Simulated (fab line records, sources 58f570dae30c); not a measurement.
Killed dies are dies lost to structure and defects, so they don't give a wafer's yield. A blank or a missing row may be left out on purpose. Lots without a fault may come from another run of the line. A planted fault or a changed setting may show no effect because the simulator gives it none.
Split-lot experiment | flow berkeley_cmos170 | 5 lots, 23 wafers read, on a route of 331 steps

THE SPLIT
At UCB170_PLDD_PEB_04, the setting peb_temp_c was moved away from the recipe's 130 C on 5 of the 23 wafers read, by -2.3% to +1.2%. The other wafers ran this setting at the recipe's value.

FROM THE SPLIT TO THE READING: what the file shows between them, 1 step
- UCB170_PLDD_DEVELOP_05: develop time 45 s

THE READING
cd_nm, in nm, at UCB170_PLDD_CD_MEAS_06 (target cd 1200 nm). Fault-free wafers of this fab line usually give 1200.1 nm, standard deviation 1.3 nm.

wafer  | tool, chamber at the split | peb_temp_c as run, C | against the recipe | cd_nm, nm | against lot-mates on the recipe
L074.1 | litho_track-04, 0          | 130                  | recipe             | 1200.4    | -
L074.3 | litho_track-04, 0          | 130                  | recipe             | 1199.6    | -
L074.5 | litho_track-04, 0          | 130                  | recipe             | 1199.9    | -
L079.1 | litho_track-04, 0          | 130                  | recipe             | 1200.2    | -
L079.2 | litho_track-04, 0          | 130                  | recipe             | 1200.3    | -
L079.3 | litho_track-04, 0          | 130                  | recipe             | 1200.1    | -
L079.4 | litho_track-04, 0          | 130                  | recipe             | 1200.8    | -
L079.6 | litho_track-04, 0          | 130                  | recipe             | 1201.5    | -
L078.1 | litho_track-02, 0          | 127                  | -2.3%              | 1176.3    | -23.3
L078.2 | litho_track-02, 0          | 127                  | -2.3%              | 1176.9    | -22.7
L078.3 | litho_track-02, 0          | 130                  | recipe             | 1199.8    | -
L078.5 | litho_track-02, 0          | 130                  | recipe             | 1200.0    | -
L078.6 | litho_track-02, 0          | 130                  | recipe             | 1199.0    | -
L082.1 | litho_track-04, 0          | 130                  | recipe             | 1201.7    | -
L082.2 | litho_track-04, 0          | 130                  | recipe             | 1200.4    | -
L082.3 | litho_track-04, 0          | 130                  | recipe             | 1200.3    | -
L082.4 | litho_track-04, 0          | 130                  | recipe             | 1200.4    | -
L082.6 | litho_track-04, 0          | 130                  | recipe             | 1198.8    | -
L083.1 | litho_track-01, 0          | 131.5                | +1.2%              | 1210.5    | +9.6
L083.2 | litho_track-01, 0          | 131.5                | +1.2%              | 1209.3    | +8.4
L083.3 | litho_track-01, 0          | 130                  | recipe             | 1200.8    | -
L083.4 | litho_track-01, 0          | 130                  | recipe             | 1201.0    | -
L083.6 | litho_track-01, 0          | 131.5                | +1.2%              | 1210.3    | +9.4

THE FIT
A straight line over all 23 wafers: cd_nm changes by +9.74 nm for each +1% of peb_temp_c; r = +0.99; the points scatter about the line by 0.92 nm.
The same after taking each lot's own level away (the mean of its wafers on the recipe; 23 wafers): +9.38 nm for each +1%; r = +0.99; scatter 0.9 nm.
On that fit, the largest move of peb_temp_c shifts the reading by 22 nm.
The lots' own levels span 1199.60 to 1200.90 nm, that is 1.0 times the standard deviation above.
So the lot-to-lot level changes the slope little: the two slopes agree.
Check: with one of the wafers moved furthest among these (-2.3%) left out of the fit, the line predicts -21.1 nm for it against its lot-mates. It came out at -23.3 nm against them.

OTHER SPLITS ON THESE WAFERS
These wafers also went through other splits before the reading. Each is held against what the fit with the lots' levels taken away leaves over:
other split on the same wafers          | wafers away from the commonest value | r with cd_nm (lot level and that fit taken away)
UCB170_NWELL_OXIDATION_01 temp_c        | 18                                   | +0.45
UCB170_NWELL_IMPLANT_14 energy_kev      | 9                                    | +0.36
UCB170_PWELL_COAT_08 spin_rpm           | 4                                    | +0.10
UCB170_PWELL_ETCH_14 over_etch_frac     | 9                                    | -0.46
UCB170_ACTIVE_CVD_05 nh3_flow_sccm      | 15                                   | -0.40
UCB170_PFIELD_DEVELOP_05 develop_time_s | 5                                    | +0.13
UCB170_NVT_COAT_01 spin_rpm             | 8                                    | +0.07
UCB170_GATE_CVD_04 temp_c               | 15                                   | -0.10
UCB170_GATE_ETCH_15 over_etch_frac      | 8                                    | +0.20

THE FILE'S OWN FIT
cd_nm changes by +9.55 nm for each +1% of peb_temp_c, r = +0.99.
